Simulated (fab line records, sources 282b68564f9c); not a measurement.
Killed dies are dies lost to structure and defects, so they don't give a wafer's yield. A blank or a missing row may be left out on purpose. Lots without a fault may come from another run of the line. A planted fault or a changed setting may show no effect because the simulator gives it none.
One fault seen from 2 desks | flow rit_cmos | each desk has only its own numbers; what lay behind them comes last

THE TOOL OWNER'S DESK: iline_stepper-01
The tool's own readings at RIT_PWELL_EXPOSE_03 (exposes mask M3, target cd 43700 nm): means of the sampled wafers that have a number, for each lot that ran on this tool. A lot is out of limits, marked OUT, if its mean lies more than 4 standard deviations from the usual mean; the brackets give that distance.
Columns: A = exposure_dose_mJ_cm2 at RIT_PWELL_EXPOSE_03, usual 249.97; B = focus_offset_nm at RIT_PWELL_EXPOSE_03, usual 0.0 nm
lot  | first seen here | A      | B
L798 | day 3 15:46     | 250.34 | 0.3
L802 | day 4 12:01     | 250.27 | 0.4
L804 | day 4 21:51     | 249.94 | -0.6
L805 | day 5 01:23     | 249.89 | -0.6
L806 | day 5 08:32     | 250.09 | -0.5
L809 | day 5 22:16     | 250.07 | 0.6
This desk's finding: nothing out of limits on any of the 6 lots.

THE METROLOGY DESK
What the gauges read, lot by lot, whatever tool the lot ran on: means of the sampled wafers that have a number. A lot is out of limits, marked OUT, if its mean lies more than 4 standard deviations from the usual mean; the brackets give that distance.
Columns: A = PLDD_OVL at RIT_PLDD_OVL_MEAS_06, usual -0.4 nm
lot  | first seen here | A
L790 | day 2 21:43     | 0.9
L791 | day 3 01:52     | -0.9
L794 | day 3 20:56     | -0.0
L795 | day 3 22:43     | -1.3
L796 | day 4 06:06     | -1.9
L798 | day 4 13:44     | -1.4
L802 | day 5 10:40     | 1.3
L804 | day 5 18:44     | -1.2
L805 | day 5 22:54     | 1.3
L806 | day 6 05:34     | 2.7
L807 | day 6 09:20     | 1.2
L808 | day 6 20:28     | -1.5
L809 | day 7 01:54     | -1.2
L812 | day 7 15:41     | -0.0
This desk's finding: nothing out of limits on any of the 14 lots.

PUT TOGETHER
The tool owner's desk saw nothing out of limits.
The metrology desk saw nothing out of limits.

WHAT THE SIMULATOR HAD PUT IN
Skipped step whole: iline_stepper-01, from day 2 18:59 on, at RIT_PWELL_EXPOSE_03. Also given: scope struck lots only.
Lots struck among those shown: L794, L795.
